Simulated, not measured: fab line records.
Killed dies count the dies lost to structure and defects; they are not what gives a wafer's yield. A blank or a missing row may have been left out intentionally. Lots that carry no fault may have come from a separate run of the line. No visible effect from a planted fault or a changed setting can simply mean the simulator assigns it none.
The same fault as seen by 2 desks | flow rit_cmos | numbers are kept per desk, each desk with only its own; the story behind them comes last

THE METROLOGY DESK
What the gauges read for every lot (on any tool): the sampled wafers with a number, averaged. A lot is out of limits, marked OUT, if its mean lies more than 4 standard deviations from the usual mean; the brackets give that distance.
Columns: A = GATE_OXIDE_THK at RIT_GATE_THK_MEAS_07, usual 2.98 nm
lot  | first seen here | A
L390 | day 2 21:12     | 3.00
L391 | day 3 00:24     | 2.93
L394 | day 3 18:57     | 2.93
L395 | day 3 23:26     | 2.95
L396 | day 4 02:41     | 2.96
L397 | day 4 10:25     | 2.97
L398 | day 4 20:53     | 3.33 (+6.0) OUT
L403 | day 5 12:23     | 3.40 (+7.1) OUT
L404 | day 5 15:52     | 2.99
L406 | day 6 02:32     | 2.95
L408 | day 6 14:17     | 2.93
L409 | day 6 17:31     | 2.99
L410 | day 7 05:45     | 3.05
L411 | day 7 10:28     | 3.01
Per this desk, out of limits: L398, L403; the first was L398, day 4 20:53 (GATE_OXIDE_THK at RIT_GATE_THK_MEAS_07). L390, L391, L394, L395, L396, L397, L404, L406, L408, L409, L410, L411 stayed within limits.

FOR THE TOOL OWNER'S DESK: furnace-04
The tool's own readings at RIT_GATE_OXIDATION_05 (target thk 3 nm, ox time 270 s): means of the sampled wafers that have a number, for each lot that ran on this tool. A lot is out of limits, marked OUT, if its mean lies more than 4 standard deviations from the usual mean; the brackets give that distance.
Columns: A = ox_temp_c at RIT_GATE_OXIDATION_05, usual 900.0 C; B = zone_power_centre_pct at RIT_GATE_OXIDATION_05, usual 40.0 %
lot  | first seen here | A     | B
L390 | day 2 19:22     | 900.2 | 37.9
L391 | day 2 23:04     | 900.2 | 37.8
L394 | day 3 12:32     | 899.9 | 38.0
L396 | day 4 01:21     | 900.4 | 37.8
L398 | day 4 17:55     | 900.0 | 38.0
L403 | day 5 11:03     | 899.8 | 37.6
Finding of this desk: none of the 6 lots has anything out of limits.

TAKEN TOGETHER
Metrology desk: alarm possible at day 4 20:53 on L398, L403.
The tool owner's desk saw nothing out of limits.
The tool owner's desk has L398, L403 on record, within its limits.
On furnace-04, each named lot ran RIT_GATE_OXIDATION_05.

WHAT WAS PUT IN BY THE SIMULATOR
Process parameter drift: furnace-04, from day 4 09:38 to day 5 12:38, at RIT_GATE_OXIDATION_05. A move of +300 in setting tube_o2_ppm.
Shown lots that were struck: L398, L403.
Delay in hours, fault start to first out-of-limits reading, per desk: metrology desk 11.
